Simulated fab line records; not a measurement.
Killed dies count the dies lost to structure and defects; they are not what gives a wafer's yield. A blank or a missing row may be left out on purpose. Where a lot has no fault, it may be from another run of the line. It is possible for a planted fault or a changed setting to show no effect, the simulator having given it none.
Comparing a struck lot with a sound one | flow berkeley_cmos170 | 15 out of 331 route steps
Sound: wafers L324.3, L324.5, L324.6. The struck wafers were L333.1, L333.3, L333.4. The cause is named last.
For every step that has rows: the tool of each side, followed by ch and its chambers, followed by its first start. Under that, the readings that differ: sound wafers | struck wafers | difference of the means | sigmas: that difference in standard deviations of wafers without a fault.
alike: readings with means less than 2 such deviations apart, plus words and numbers identical on both sides. not compared: withheld readings, readings lacking a value on some wafer, bounds such as >300 that could conceal the same value, and numbers that have no deviation in the record and whose values overlap.
Wherever a step has rows on one side only, a row that says differs or no value, or a row with sigmas, the two part there. When numbers do not overlap yet have no deviation, they are printed without sigmas and do not part them. Lack of a reading on every wafer of one side parts them only where that side has two or more wafers.

first, 5 steps without rows for these wafers: UCB170_PVT_COAT_01 (resist thk 900 nm); UCB170_PVT_SOFTBAKE_02 (time 60 s); UCB170_PVT_EXPOSE_03 (exposes mask NWELL, target cd 3000 nm); UCB170_PVT_PEB_04; UCB170_PVT_DEVELOP_05 (develop time 45 s).
UCB170_PVT_OVL_MEAS_06:
  sound on overlay-02 at day 5 21:35; struck on overlay-02 at day 7 17:58
  alike: PVT_OVL
then, 1 step without rows for these wafers: UCB170_PVT_IMPLANT_07.
UCB170_PVT_STRIP_08: strips in O2.
  sound on plasma_asher-01 ch 0,1, day 5 21:48; struck on plasma_asher-04 ch 0,1, day 7 18:09
  alike: drypump_motor_current_A, oes_product_au, strip_time_to_endpoint_s
  not compared: rf_hours_counter_h
UCB170_PVT_TW_MEAS_09:
  sound on film_metro-02 at day 5 21:53; struck on film_metro-03 at day 7 18:15
  alike: PVT_TW
then, 1 step without rows for these wafers: UCB170_GATE_WET_ETCH_00 (etches SiO2 in dHF, time 200 s).
UCB170_FIELD_THK_MEAS_91:
  sound on film_metro-03 at day 5 22:05; struck on film_metro-02 at day 7 18:22
  alike: FIELD_OXIDE_LEFT_2_THK
then, 1 step without rows for these wafers: UCB170_GATE_OXIDATION_01 (target thk 6.6 nm, ox time 1800 s).
UCB170_GATE_THK_MEAS_02:
  sound on film_metro-04 at day 5 23:53; struck on film_metro-03 at day 7 21:21
  reading             | sound          | struck         | difference | sigmas
  GATE_OXIDE_THK (nm) | 6.49 6.64 6.61 | 8.36 8.36 8.47 | +1.82      | +14
then, 1 step without rows for these wafers: UCB170_GATE_ANNEAL_03 (time 1800 s).
UCB170_M3_PROBE_99:
  the record holds rows for the sound wafers here (prober-02, day 8 03:38) but none for the struck ones

## WHERE THEY PART
At UCB170_GATE_THK_MEAS_02 first; at UCB170_M3_PROBE_99 last (within this record only).

WHY: what the simulator had put in
Metrology matching offset: film_metro-03, from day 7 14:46 on, at UCB170_GATE_THK_MEAS_02. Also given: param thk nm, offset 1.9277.
